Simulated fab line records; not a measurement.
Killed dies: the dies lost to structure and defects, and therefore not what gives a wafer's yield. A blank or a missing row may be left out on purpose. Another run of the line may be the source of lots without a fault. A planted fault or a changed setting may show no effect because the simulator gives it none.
fab line records / flow rit_cmos
record: lots: 14 wafers: 40 last_day: 7
route steps=202 shown GATE@83 NLDD@160 CONTACT@176
lots untouched by any fault: they come from a run of this same line in which no faults occurred
start_h: hours from the record's opening day to when the first of the lot's shown wafers began / wait_h: hours from the lot's prior step to this one / " identical to the entry in the row above / L1.1+2: a single row standing in for several wafers / - value missing, or start not given / * or withheld: withheld / < > ~ a bound
route shown NAME@n: NAME is a module with steps in the file, n the number in the route of the first one / usual: mean/standard deviation of fault-free wafers / same: alike in all rows / chamber/n: place in a boat / sites: readings site by site / _std_site: the standard deviation of these / _edge_site: inner sites' mean taken away from outer sites' mean / radius_mm: for every site, how far away it sits from the centre of the wafer / mask NAME#n: copy n / behind: the last tool/chamber to shape the wafer / hold: why the lot was held/for how many hours/how that ended / device: the n, p or np transistor that did not switch / end of line: the same wafers' tests at the end of the route / a step with no rows: only its recipe / killed: at the first sort, the dies lost to defects and structure; wafer yield is something else / map: per-die view of a wafer (x killed, . not killed, _ where there is no die)
set.NAME: the setting as run; set.NAME@STEP: as run at that earlier step / model.NAME: the simulator's own value behind a step, which no gauge read
a sample of lots followed through the steps of the route, with each step as a table and each wafer as a row
services: when a tool's chamber went out of use (start_h, in hours from the record's first day, below 0 if earlier), for how many hours, and the reason
== steps ==
step: RIT_GATE_THK_MEAS_07
recipe: reads: SiO2_of_GATE_OXIDATION_05
usual: GATE_OXIDE_THK: 3.00/0.053
lot.wafer=L269.2 tool=film_metro-04 chamber=- start_h=38.20 wait_h=0.0 GATE_OXIDE_THK[nm]=3.03
lot.wafer=L269.4 tool=film_metro-04 chamber=- start_h=38.20 wait_h=0.0 GATE_OXIDE_THK[nm]=2.94
lot.wafer=L269.6 tool=film_metro-04 chamber=- start_h=38.20 wait_h=0.0 GATE_OXIDE_THK[nm]=3.00
lot.wafer=L270.1 tool=film_metro-02 chamber=- start_h=42.65 wait_h=0.0 GATE_OXIDE_THK[nm]=3.01
lot.wafer=L270.3 tool=film_metro-02 chamber=- start_h=42.65 wait_h=0.0 GATE_OXIDE_THK[nm]=2.99
lot.wafer=L270.4 tool=film_metro-02 chamber=- start_h=42.65 wait_h=0.0 GATE_OXIDE_THK[nm]=2.94
lot.wafer=L271.3 tool=film_metro-03 chamber=- start_h=49.48 wait_h=0.0 GATE_OXIDE_THK[nm]=2.99
lot.wafer=L271.5 tool=film_metro-03 chamber=- start_h=49.48 wait_h=0.0 GATE_OXIDE_THK[nm]=3.01
lot.wafer=L271.6 tool=film_metro-03 chamber=- start_h=49.48 wait_h=0.0 GATE_OXIDE_THK[nm]=3.11
lot.wafer=L277.1 tool=film_metro-02 chamber=- start_h=77.94 wait_h=0.0 GATE_OXIDE_THK[nm]=3.05
lot.wafer=L277.5 tool=film_metro-02 chamber=- start_h=77.94 wait_h=0.0 GATE_OXIDE_THK[nm]=3.11
lot.wafer=L277.6 tool=film_metro-02 chamber=- start_h=77.94 wait_h=0.0 GATE_OXIDE_THK[nm]=3.12
lot.wafer=L279.1 tool=film_metro-03 chamber=- start_h=87.55 wait_h=0.0 GATE_OXIDE_THK[nm]=2.94
lot.wafer=L279.2 tool=film_metro-03 chamber=- start_h=87.55 wait_h=0.0 GATE_OXIDE_THK[nm]=3.02
lot.wafer=L279.6 tool=film_metro-03 chamber=- start_h=87.55 wait_h=0.0 GATE_OXIDE_THK[nm]=2.98
lot.wafer=L280.4 tool=film_metro-02 chamber=- start_h=92.56 wait_h=0.0 GATE_OXIDE_THK[nm]=2.94
lot.wafer=L281.1 tool=film_metro-03 chamber=- start_h=95.11 wait_h=0.0 GATE_OXIDE_THK[nm]=2.96
lot.wafer=L281.2 tool=film_metro-03 chamber=- start_h=95.11 wait_h=0.0 GATE_OXIDE_THK[nm]=3.08
lot.wafer=L281.5 tool=film_metro-03 chamber=- start_h=95.11 wait_h=0.0 GATE_OXIDE_THK[nm]=3.03
lot.wafer=L285.1 tool=film_metro-04 chamber=- start_h=124.38 wait_h=0.0 GATE_OXIDE_THK[nm]=2.99
lot.wafer=L285.2 tool=film_metro-04 chamber=- start_h=124.38 wait_h=0.0 GATE_OXIDE_THK[nm]=3.07
lot.wafer=L285.5 tool=film_metro-04 chamber=- start_h=124.38 wait_h=0.0 GATE_OXIDE_THK[nm]=3.02
lot.wafer=L286.1 tool=film_metro-03 chamber=- start_h=124.40 wait_h=0.0 GATE_OXIDE_THK[nm]=3.00
lot.wafer=L286.3 tool=film_metro-03 chamber=- start_h=124.40 wait_h=0.0 GATE_OXIDE_THK[nm]=2.97
lot.wafer=L286.5 tool=film_metro-03 chamber=- start_h=124.40 wait_h=0.0 GATE_OXIDE_THK[nm]=2.95
lot.wafer=L288.2 tool=film_metro-04 chamber=- start_h=141.53 wait_h=0.0 GATE_OXIDE_THK[nm]=2.90
lot.wafer=L288.3 tool=film_metro-04 chamber=- start_h=141.53 wait_h=0.0 GATE_OXIDE_THK[nm]=3.03
lot.wafer=L288.5 tool=film_metro-04 chamber=- start_h=141.53 wait_h=0.0 GATE_OXIDE_THK[nm]=2.96
lot.wafer=L289.1 tool=film_metro-04 chamber=- start_h=142.17 wait_h=0.0 GATE_OXIDE_THK[nm]=3.07
lot.wafer=L289.4 tool=film_metro-04 chamber=- start_h=142.17 wait_h=0.0 GATE_OXIDE_THK[nm]=3.01
lot.wafer=L289.5 tool=film_metro-04 chamber=- start_h=142.17 wait_h=0.0 GATE_OXIDE_THK[nm]=3.00
lot.wafer=L290.2 tool=film_metro-04 chamber=- start_h=143.76 wait_h=0.0 GATE_OXIDE_THK[nm]=3.00
lot.wafer=L290.3 tool=film_metro-04 chamber=- start_h=143.76 wait_h=0.0 GATE_OXIDE_THK[nm]=2.99
lot.wafer=L290.4 tool=film_metro-04 chamber=- start_h=143.76 wait_h=0.0 GATE_OXIDE_THK[nm]=2.96
lot.wafer=L291.1 tool=film_metro-03 chamber=- start_h=150.05 wait_h=0.0 GATE_OXIDE_THK[nm]=3.05
lot.wafer=L291.5 tool=film_metro-03 chamber=- start_h=150.05 wait_h=0.0 GATE_OXIDE_THK[nm]=3.01
lot.wafer=L291.6 tool=film_metro-03 chamber=- start_h=150.05 wait_h=0.0 GATE_OXIDE_THK[nm]=3.05
lot.wafer=L292.1 tool=film_metro-04 chamber=- start_h=156.40 wait_h=0.0 GATE_OXIDE_THK[nm]=2.94
lot.wafer=L292.2 tool=film_metro-04 chamber=- start_h=156.40 wait_h=0.0 GATE_OXIDE_THK[nm]=2.96
lot.wafer=L292.6 tool=film_metro-04 chamber=- start_h=156.40 wait_h=0.0 GATE_OXIDE_THK[nm]=2.93
step: RIT_SDANNEAL_RS_MEAS_07
recipe: thk_meas_gauge: four-point-probe
usual: NLDD_RS: 151.8/0.5
lot.wafer=L269.2 tool=film_metro-04 chamber=- start_h=55.23 wait_h=0.1 NLDD_RS[ohm/sq]=151.5
lot.wafer=L269.4 tool=film_metro-04 chamber=- start_h=55.23 wait_h=0.1 NLDD_RS[ohm/sq]=151.7
lot.wafer=L269.6 tool=film_metro-04 chamber=- start_h=55.23 wait_h=0.1 NLDD_RS[ohm/sq]=151.7
lot.wafer=L270.1 tool=film_metro-02 chamber=- start_h=59.32 wait_h=0.1 NLDD_RS[ohm/sq]=152.8
lot.wafer=L270.3 tool=film_metro-02 chamber=- start_h=59.32 wait_h=0.1 NLDD_RS[ohm/sq]=152.8
lot.wafer=L270.4 tool=film_metro-02 chamber=- start_h=59.32 wait_h=0.1 NLDD_RS[ohm/sq]=152.6
lot.wafer=L271.3 tool=film_metro-02 chamber=- start_h=66.63 wait_h=0.1 NLDD_RS[ohm/sq]=151.9
lot.wafer=L271.5 tool=film_metro-02 chamber=- start_h=66.63 wait_h=0.1 NLDD_RS[ohm/sq]=151.6
lot.wafer=L271.6 tool=film_metro-02 chamber=- start_h=66.63 wait_h=0.1 NLDD_RS[ohm/sq]=151.8
lot.wafer=L277.1 tool=film_metro-02 chamber=- start_h=94.89 wait_h=0.1 NLDD_RS[ohm/sq]=152.9
lot.wafer=L277.5 tool=film_metro-02 chamber=- start_h=94.89 wait_h=0.1 NLDD_RS[ohm/sq]=152.6
lot.wafer=L277.6 tool=film_metro-02 chamber=- start_h=94.89 wait_h=0.1 NLDD_RS[ohm/sq]=152.4
lot.wafer=L279.1 tool=film_metro-04 chamber=- start_h=104.40 wait_h=0.1 NLDD_RS[ohm/sq]=151.6
lot.wafer=L279.2 tool=film_metro-04 chamber=- start_h=104.40 wait_h=0.1 NLDD_RS[ohm/sq]=151.3
lot.wafer=L279.6 tool=film_metro-04 chamber=- start_h=104.40 wait_h=0.1 NLDD_RS[ohm/sq]=152.0
lot.wafer=L280.4 tool=film_metro-02 chamber=- start_h=108.83 wait_h=0.1 NLDD_RS[ohm/sq]=151.5
lot.wafer=L281.1 tool=film_metro-01 chamber=- start_h=112.40 wait_h=0.1 NLDD_RS[ohm/sq]=150.5
lot.wafer=L281.2 tool=film_metro-01 chamber=- start_h=112.40 wait_h=0.1 NLDD_RS[ohm/sq]=151.1
lot.wafer=L281.5 tool=film_metro-01 chamber=- start_h=112.40 wait_h=0.1 NLDD_RS[ohm/sq]=150.2
lot.wafer=L285.1 tool=film_metro-01 chamber=- start_h=141.03 wait_h=0.1 NLDD_RS[ohm/sq]=151.8
lot.wafer=L285.2 tool=film_metro-01 chamber=- start_h=141.03 wait_h=0.1 NLDD_RS[ohm/sq]=152.1
lot.wafer=L285.5 tool=film_metro-01 chamber=- start_h=141.03 wait_h=0.1 NLDD_RS[ohm/sq]=152.4
lot.wafer=L286.1 tool=film_metro-02 chamber=- start_h=141.51 wait_h=0.1 NLDD_RS[ohm/sq]=152.1
lot.wafer=L286.3 tool=film_metro-02 chamber=- start_h=141.51 wait_h=0.1 NLDD_RS[ohm/sq]=151.9
lot.wafer=L286.5 tool=film_metro-02 chamber=- start_h=141.51 wait_h=0.1 NLDD_RS[ohm/sq]=152.3
lot.wafer=L288.2 tool=film_metro-02 chamber=- start_h=158.93 wait_h=0.1 NLDD_RS[ohm/sq]=150.8
lot.wafer=L288.3 tool=film_metro-02 chamber=- start_h=158.93 wait_h=0.1 NLDD_RS[ohm/sq]=151.7
lot.wafer=L288.5 tool=film_metro-02 chamber=- start_h=158.93 wait_h=0.1 NLDD_RS[ohm/sq]=151.8
lot.wafer=L289.1 tool=film_metro-04 chamber=- start_h=159.36 wait_h=0.1 NLDD_RS[ohm/sq]=151.4
lot.wafer=L289.4 tool=film_metro-04 chamber=- start_h=159.36 wait_h=0.1 NLDD_RS[ohm/sq]=151.3
lot.wafer=L289.5 tool=film_metro-04 chamber=- start_h=159.36 wait_h=0.1 NLDD_RS[ohm/sq]=151.2
lot.wafer=L290.2 tool=film_metro-04 chamber=- start_h=163.48 wait_h=0.1 NLDD_RS[ohm/sq]=151.5
lot.wafer=L290.3 tool=film_metro-04 chamber=- start_h=163.48 wait_h=0.1 NLDD_RS[ohm/sq]=151.8
lot.wafer=L290.4 tool=film_metro-04 chamber=- start_h=163.48 wait_h=0.1 NLDD_RS[ohm/sq]=151.6
lot.wafer=L291.1 tool=film_metro-01 chamber=- start_h=167.52 wait_h=0.1 NLDD_RS[ohm/sq]=152.0
lot.wafer=L291.5 tool=film_metro-01 chamber=- start_h=167.52 wait_h=0.1 NLDD_RS[ohm/sq]=152.0
lot.wafer=L291.6 tool=film_metro-01 chamber=- start_h=167.52 wait_h=0.1 NLDD_RS[ohm/sq]=151.9
lot.wafer=L292.1 tool=film_metro-01 chamber=- start_h=171.70 wait_h=0.1 NLDD_RS[ohm/sq]=151.3
lot.wafer=L292.2 tool=film_metro-01 chamber=- start_h=171.70 wait_h=0.1 NLDD_RS[ohm/sq]=151.1
lot.wafer=L292.6 tool=film_metro-01 chamber=- start_h=171.70 wait_h=0.1 NLDD_RS[ohm/sq]=151.5
step: RIT_CONTACT_CD_MEAS_08
recipe: target_cd_nm: 1000
usual: cd_nm: 1000.4/2.5
lot.wafer=L269.2 tool=cd_sem-01 chamber=- start_h=56.95 wait_h=- cd_nm=997.2
lot.wafer=L269.4 tool=cd_sem-01 chamber=- start_h=56.95 wait_h=- cd_nm=997.2
lot.wafer=L269.6 tool=cd_sem-01 chamber=- start_h=56.95 wait_h=- cd_nm=1000.0
lot.wafer=L270.1 tool=cd_sem-01 chamber=- start_h=61.07 wait_h=- cd_nm=1002.8
lot.wafer=L270.3 tool=cd_sem-01 chamber=- start_h=61.07 wait_h=- cd_nm=1004.0
lot.wafer=L270.4 tool=cd_sem-01 chamber=- start_h=61.07 wait_h=- cd_nm=1005.6
lot.wafer=L271.3 tool=cd_sem-02 chamber=- start_h=68.35 wait_h=- cd_nm=999.3
lot.wafer=L271.5 tool=cd_sem-02 chamber=- start_h=68.35 wait_h=- cd_nm=998.7
lot.wafer=L271.6 tool=cd_sem-02 chamber=- start_h=68.35 wait_h=- cd_nm=998.9
lot.wafer=L277.1 tool=cd_sem-02 chamber=- start_h=97.49 wait_h=- cd_nm=998.6
lot.wafer=L277.5 tool=cd_sem-02 chamber=- start_h=97.49 wait_h=- cd_nm=997.6
lot.wafer=L277.6 tool=cd_sem-02 chamber=- start_h=97.49 wait_h=- cd_nm=999.8
lot.wafer=L279.1 tool=cd_sem-02 chamber=- start_h=106.35 wait_h=- cd_nm=996.6
lot.wafer=L279.2 tool=cd_sem-02 chamber=- start_h=106.35 wait_h=- cd_nm=998.9
lot.wafer=L279.6 tool=cd_sem-02 chamber=- start_h=106.35 wait_h=- cd_nm=998.1
lot.wafer=L280.4 tool=cd_sem-01 chamber=- start_h=110.54 wait_h=- cd_nm=997.3
lot.wafer=L281.1 tool=cd_sem-01 chamber=- start_h=114.24 wait_h=- cd_nm=1001.8
lot.wafer=L281.2 tool=cd_sem-01 chamber=- start_h=114.24 wait_h=- cd_nm=1002.4
lot.wafer=L281.5 tool=cd_sem-01 chamber=- start_h=114.24 wait_h=- cd_nm=1001.6
lot.wafer=L285.1 tool=cd_sem-01 chamber=- start_h=142.91 wait_h=- cd_nm=1003.1
lot.wafer=L285.2 tool=cd_sem-01 chamber=- start_h=142.91 wait_h=- cd_nm=1001.8
lot.wafer=L285.5 tool=cd_sem-01 chamber=- start_h=142.91 wait_h=- cd_nm=1001.5
lot.wafer=L286.1 tool=cd_sem-01 chamber=- start_h=143.34 wait_h=- cd_nm=1002.0
lot.wafer=L286.3 tool=cd_sem-01 chamber=- start_h=143.34 wait_h=- cd_nm=1001.4
lot.wafer=L286.5 tool=cd_sem-01 chamber=- start_h=143.34 wait_h=- cd_nm=1000.1
lot.wafer=L288.2 tool=cd_sem-02 chamber=- start_h=160.82 wait_h=- cd_nm=1000.1
lot.wafer=L288.3 tool=cd_sem-02 chamber=- start_h=160.82 wait_h=- cd_nm=1000.6
lot.wafer=L288.5 tool=cd_sem-02 chamber=- start_h=160.82 wait_h=- cd_nm=999.2
lot.wafer=L289.1 tool=cd_sem-02 chamber=- start_h=161.08 wait_h=- cd_nm=1004.5
lot.wafer=L289.4 tool=cd_sem-02 chamber=- start_h=161.08 wait_h=- cd_nm=1002.6
lot.wafer=L289.5 tool=cd_sem-02 chamber=- start_h=161.08 wait_h=- cd_nm=1003.2
lot.wafer=L290.2 tool=cd_sem-02 chamber=- start_h=165.44 wait_h=- cd_nm=1001.4
lot.wafer=L290.3 tool=cd_sem-02 chamber=- start_h=165.44 wait_h=- cd_nm=998.8
lot.wafer=L290.4 tool=cd_sem-02 chamber=- start_h=165.44 wait_h=- cd_nm=999.3
lot.wafer=L291.1 tool=cd_sem-01 chamber=- start_h=169.43 wait_h=- cd_nm=996.1
lot.wafer=L291.5 tool=cd_sem-01 chamber=- start_h=169.43 wait_h=- cd_nm=997.5
lot.wafer=L291.6 tool=cd_sem-01 chamber=- start_h=169.43 wait_h=- cd_nm=996.5
lot.wafer=L292.1 tool=cd_sem-02 chamber=- start_h=173.54 wait_h=- cd_nm=999.8
lot.wafer=L292.2 tool=cd_sem-02 chamber=- start_h=173.54 wait_h=- cd_nm=998.8
lot.wafer=L292.6 tool=cd_sem-02 chamber=- start_h=173.54 wait_h=- cd_nm=1002.0
step: RIT_CONTACT_ETCH_11
recipe: target_depth_a: 4800 over_etch_frac: 0.2 stop_on: TiSi2 chemistry: CHF3/CF4/Ar target: SiO2 CHF3_flow_sccm: 50 cf4_flow_sccm: 10 Ar_flow_sccm: 100 O2_flow_sccm: 5 pressure_mtorr: 100 rf_w: 200 time_s: 320
usual: drypump_motor_current_A: 5.7/0.41 oes_product_au: 0.984/0.013 rf_fwd_power_W: 199.6/0.58 throttle_valve_pct: 8.86/0.17
lot.wafer=L269.2 tool=rie_diel-02 chamber=0 start_h=57.24 wait_h=0.1 drypump_motor_current_A=5.1 oes_product_au=0.975 rf_fwd_power_W=199.9 rf_hours_counter_h=6 throttle_valve_pct=8.58
lot.wafer=L269.4 tool=rie_diel-02 chamber=1 start_h=57.24 wait_h=0.1 drypump_motor_current_A=5.3 oes_product_au=0.995 rf_fwd_power_W=199.1 rf_hours_counter_h=2 throttle_valve_pct=8.92
lot.wafer=L269.6 tool=rie_diel-02 chamber=1 start_h=57.24 wait_h=0.1 drypump_motor_current_A=5.4 oes_product_au=0.997 rf_fwd_power_W=199.2 rf_hours_counter_h=- throttle_valve_pct=8.93
lot.wafer=L270.1 tool=rie_diel-04 chamber=0 start_h=61.38 wait_h=0.1 drypump_motor_current_A=6.1 oes_product_au=0.966 rf_fwd_power_W=199.3 rf_hours_counter_h=108 throttle_valve_pct=8.59
lot.wafer=L270.3 tool=rie_diel-04 chamber=1 start_h=61.38 wait_h=0.1 drypump_motor_current_A=6.4 oes_product_au=0.991 rf_fwd_power_W=199.9 rf_hours_counter_h=7 throttle_valve_pct=9.00
lot.wafer=L270.4 tool=rie_diel-04 chamber=3 start_h=61.38 wait_h=0.1 drypump_motor_current_A=5.5 oes_product_au=1.003 rf_fwd_power_W=199.8 rf_hours_counter_h=39 throttle_valve_pct=9.07
lot.wafer=L271.3 tool=rie_diel-04 chamber=2 start_h=68.61 wait_h=0.1 drypump_motor_current_A=5.6 oes_product_au=0.972 rf_fwd_power_W=200.0 rf_hours_counter_h=98 throttle_valve_pct=8.76
lot.wafer=L271.5 tool=rie_diel-04 chamber=2 start_h=68.61 wait_h=0.1 drypump_motor_current_A=5.6 oes_product_au=0.979 rf_fwd_power_W=200.5 rf_hours_counter_h=- throttle_valve_pct=8.76
lot.wafer=L271.6 tool=rie_diel-04 chamber=3 start_h=68.61 wait_h=0.1 drypump_motor_current_A=5.5 oes_product_au=1.003 rf_fwd_power_W=199.0 rf_hours_counter_h=- throttle_valve_pct=9.08
lot.wafer=L277.1 tool=rie_diel-02 chamber=2 start_h=97.79 wait_h=0.1 drypump_motor_current_A=5.6 oes_product_au=0.988 rf_fwd_power_W=167.8 rf_hours_counter_h=9 throttle_valve_pct=8.72
lot.wafer=L277.5 tool=rie_diel-02 chamber=1 start_h=97.79 wait_h=0.1 drypump_motor_current_A=5.4 oes_product_au=0.996 rf_fwd_power_W=199.9 rf_hours_counter_h=- throttle_valve_pct=8.92
lot.wafer=L277.6 tool=rie_diel-02 chamber=0 start_h=97.79 wait_h=0.1 drypump_motor_current_A=5.1 oes_product_au=0.980 rf_fwd_power_W=199.3 rf_hours_counter_h=- throttle_valve_pct=8.61
lot.wafer=L279.1 tool=rie_diel-02 chamber=1 start_h=106.65 wait_h=0.1 drypump_motor_current_A=5.4 oes_product_au=1.003 rf_fwd_power_W=199.4 rf_hours_counter_h=3 throttle_valve_pct=8.93
lot.wafer=L279.2 tool=rie_diel-02 chamber=2 start_h=106.65 wait_h=0.1 drypump_motor_current_A=5.6 oes_product_au=0.985 rf_fwd_power_W=167.9 rf_hours_counter_h=10 throttle_valve_pct=8.71
lot.wafer=L279.6 tool=rie_diel-02 chamber=2 start_h=106.65 wait_h=0.1 drypump_motor_current_A=5.7 oes_product_au=0.983 rf_fwd_power_W=167.7 rf_hours_counter_h=- throttle_valve_pct=8.70
lot.wafer=L280.4 tool=rie_diel-02 chamber=0 start_h=110.80 wait_h=0.1 drypump_motor_current_A=5.1 oes_product_au=0.977 rf_fwd_power_W=199.9 rf_hours_counter_h=8 throttle_valve_pct=8.59
lot.wafer=L281.1 tool=rie_diel-04 chamber=3 start_h=114.55 wait_h=0.1 drypump_motor_current_A=5.5 oes_product_au=0.995 rf_fwd_power_W=199.4 rf_hours_counter_h=40 throttle_valve_pct=9.06
lot.wafer=L281.2 tool=rie_diel-04 chamber=0 start_h=114.55 wait_h=0.1 drypump_motor_current_A=6.2 oes_product_au=0.969 rf_fwd_power_W=200.3 rf_hours_counter_h=109 throttle_valve_pct=8.58
lot.wafer=L281.5 tool=rie_diel-04 chamber=1 start_h=114.55 wait_h=0.1 drypump_motor_current_A=6.5 oes_product_au=0.997 rf_fwd_power_W=199.6 rf_hours_counter_h=- throttle_valve_pct=8.99
lot.wafer=L285.1 tool=rie_diel-03 chamber=2 start_h=143.36 wait_h=0.1 drypump_motor_current_A=6.4 oes_product_au=0.978 rf_fwd_power_W=200.2 rf_hours_counter_h=151 throttle_valve_pct=8.74
lot.wafer=L285.2 tool=rie_diel-03 chamber=3 start_h=143.36 wait_h=0.1 drypump_motor_current_A=6.1 oes_product_au=0.992 rf_fwd_power_W=198.1 rf_hours_counter_h=3 throttle_valve_pct=8.95
lot.wafer=L285.5 tool=rie_diel-03 chamber=3 start_h=143.36 wait_h=0.1 drypump_motor_current_A=6.1 oes_product_au=0.997 rf_fwd_power_W=198.8 rf_hours_counter_h=- throttle_valve_pct=8.98
lot.wafer=L286.1 tool=rie_diel-04 chamber=3 start_h=143.74 wait_h=0.1 drypump_motor_current_A=5.5 oes_product_au=1.000 rf_fwd_power_W=200.3 rf_hours_counter_h=40 throttle_valve_pct=9.07
lot.wafer=L286.3 tool=rie_diel-04 chamber=1 start_h=143.74 wait_h=0.1 drypump_motor_current_A=6.4 oes_product_au=0.991 rf_fwd_power_W=200.0 rf_hours_counter_h=9 throttle_valve_pct=8.98
lot.wafer=L286.5 tool=rie_diel-04 chamber=1 start_h=143.74 wait_h=0.1 drypump_motor_current_A=6.4 oes_product_au=0.998 rf_fwd_power_W=199.2 rf_hours_counter_h=- throttle_valve_pct=8.98
lot.wafer=L288.2 tool=rie_diel-04 chamber=2 start_h=161.11 wait_h=0.1 drypump_motor_current_A=5.6 oes_product_au=0.973 rf_fwd_power_W=198.1 rf_hours_counter_h=100 throttle_valve_pct=8.77
lot.wafer=L288.3 tool=rie_diel-04 chamber=0 start_h=161.11 wait_h=0.1 drypump_motor_current_A=6.1 oes_product_au=0.965 rf_fwd_power_W=199.7 rf_hours_counter_h=110 throttle_valve_pct=8.58
lot.wafer=L288.5 tool=rie_diel-04 chamber=1 start_h=161.11 wait_h=0.1 drypump_motor_current_A=6.4 oes_product_au=1.000 rf_fwd_power_W=199.6 rf_hours_counter_h=- throttle_valve_pct=8.99
lot.wafer=L289.1 tool=rie_diel-02 chamber=0 start_h=161.47 wait_h=0.1 drypump_motor_current_A=5.1 oes_product_au=0.968 rf_fwd_power_W=200.0 rf_hours_counter_h=9 throttle_valve_pct=8.59
lot.wafer=L289.4 tool=rie_diel-02 chamber=2 start_h=161.47 wait_h=0.1 drypump_motor_current_A=5.6 oes_product_au=0.982 rf_fwd_power_W=199.5 rf_hours_counter_h=11 throttle_valve_pct=8.70
lot.wafer=L289.5 tool=rie_diel-02 chamber=3 start_h=161.47 wait_h=0.1 drypump_motor_current_A=5.5 oes_product_au=0.979 rf_fwd_power_W=200.0 rf_hours_counter_h=- throttle_valve_pct=8.89
lot.wafer=L290.2 tool=rie_diel-02 chamber=1 start_h=165.72 wait_h=0.1 drypump_motor_current_A=5.4 oes_product_au=1.000 rf_fwd_power_W=199.8 rf_hours_counter_h=5 throttle_valve_pct=8.92
lot.wafer=L290.3 tool=rie_diel-02 chamber=3 start_h=165.72 wait_h=0.1 drypump_motor_current_A=5.4 oes_product_au=0.986 rf_fwd_power_W=198.8 rf_hours_counter_h=5 throttle_valve_pct=8.89
lot.wafer=L290.4 tool=rie_diel-02 chamber=2 start_h=165.72 wait_h=0.1 drypump_motor_current_A=5.7 oes_product_au=0.984 rf_fwd_power_W=198.6 rf_hours_counter_h=11 throttle_valve_pct=8.70
lot.wafer=L291.1 tool=rie_diel-03 chamber=1 start_h=169.74 wait_h=0.1 drypump_motor_current_A=5.9 oes_product_au=0.996 rf_fwd_power_W=200.2 rf_hours_counter_h=134 throttle_valve_pct=9.05
lot.wafer=L291.5 tool=rie_diel-03 chamber=1 start_h=169.74 wait_h=0.1 drypump_motor_current_A=5.9 oes_product_au=0.991 rf_fwd_power_W=200.9 rf_hours_counter_h=- throttle_valve_pct=9.06
lot.wafer=L291.6 tool=rie_diel-03 chamber=0 start_h=169.74 wait_h=0.1 drypump_motor_current_A=5.8 oes_product_au=0.969 rf_fwd_power_W=199.3 rf_hours_counter_h=- throttle_valve_pct=9.13
lot.wafer=L292.1 tool=rie_diel-03 chamber=2 start_h=174.02 wait_h=0.1 drypump_motor_current_A=6.4 oes_product_au=0.995 rf_fwd_power_W=199.4 rf_hours_counter_h=0 throttle_valve_pct=8.73
lot.wafer=L292.2 tool=rie_diel-03 chamber=0 start_h=174.02 wait_h=0.1 drypump_motor_current_A=5.8 oes_product_au=0.958 rf_fwd_power_W=198.9 rf_hours_counter_h=101 throttle_valve_pct=9.11
lot.wafer=L292.6 tool=rie_diel-03 chamber=3 start_h=174.02 wait_h=0.1 drypump_motor_current_A=6.1 oes_product_au=0.983 rf_fwd_power_W=199.8 rf_hours_counter_h=- throttle_valve_pct=8.95
== services ==
tool=rie_diel-03 chamber=0 start_h=33.92 hours=22.8 kind=repair
tool=rie_diel-02 chamber=3 start_h=46.97 hours=1.7 kind=repair
tool=rie_diel-03 chamber=- start_h=101.04 hours=41.0 kind=repair
tool=rie_diel-03 chamber=0 start_h=136.82 hours=14.8 kind=repair
tool=rie_diel-03 chamber=2 start_h=151.58 hours=- kind=clean
tool=rie_diel-03 chamber=2 start_h=151.58 hours=19.4 kind=scheduled_down
tool=rie_diel-03 chamber=2 start_h=151.58 hours=19.4 kind=vent_cycle
== key ==
first_sign: step: RIT_CONTACT_ETCH_11 reading: rf_fwd_power_W direction: down sigmas: 55 usual: 199.6 struck: 167.8
effect none on later readings
met_at RIT_CONTACT_ETCH_11
struck_lots L277,L279
struck_wafers L277.1,L279.2,L279.6
sort_left_out L277.1,L279.2,L279.6
tester_left_out L277,L279
not_acting_at RIT_GATE_THK_MEAS_07,RIT_SDANNEAL_RS_MEAS_07,RIT_CONTACT_CD_MEAS_08
fault: kind: process_parameter_drift tool: rie_diel-02 chamber: 2 onset_h: 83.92 steps: RIT_CONTACT_ETCH_11 channel: rf_w offset: -32 shape: step end_h: 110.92 acts_in: these_recipes_only stated: 200
tester_left_out: of these lots the tester's yield and bins aren't shown, on N5 and GAA mostly nor the transistor test; their killed dies are dies lost to structure and defects alone, not to doping, threshold or leakage, so they don't give the yield
sort_left_out: the simulated sort isn't trusted on such a fault, so these wafers' sort isn't shown, and their yield isn't known
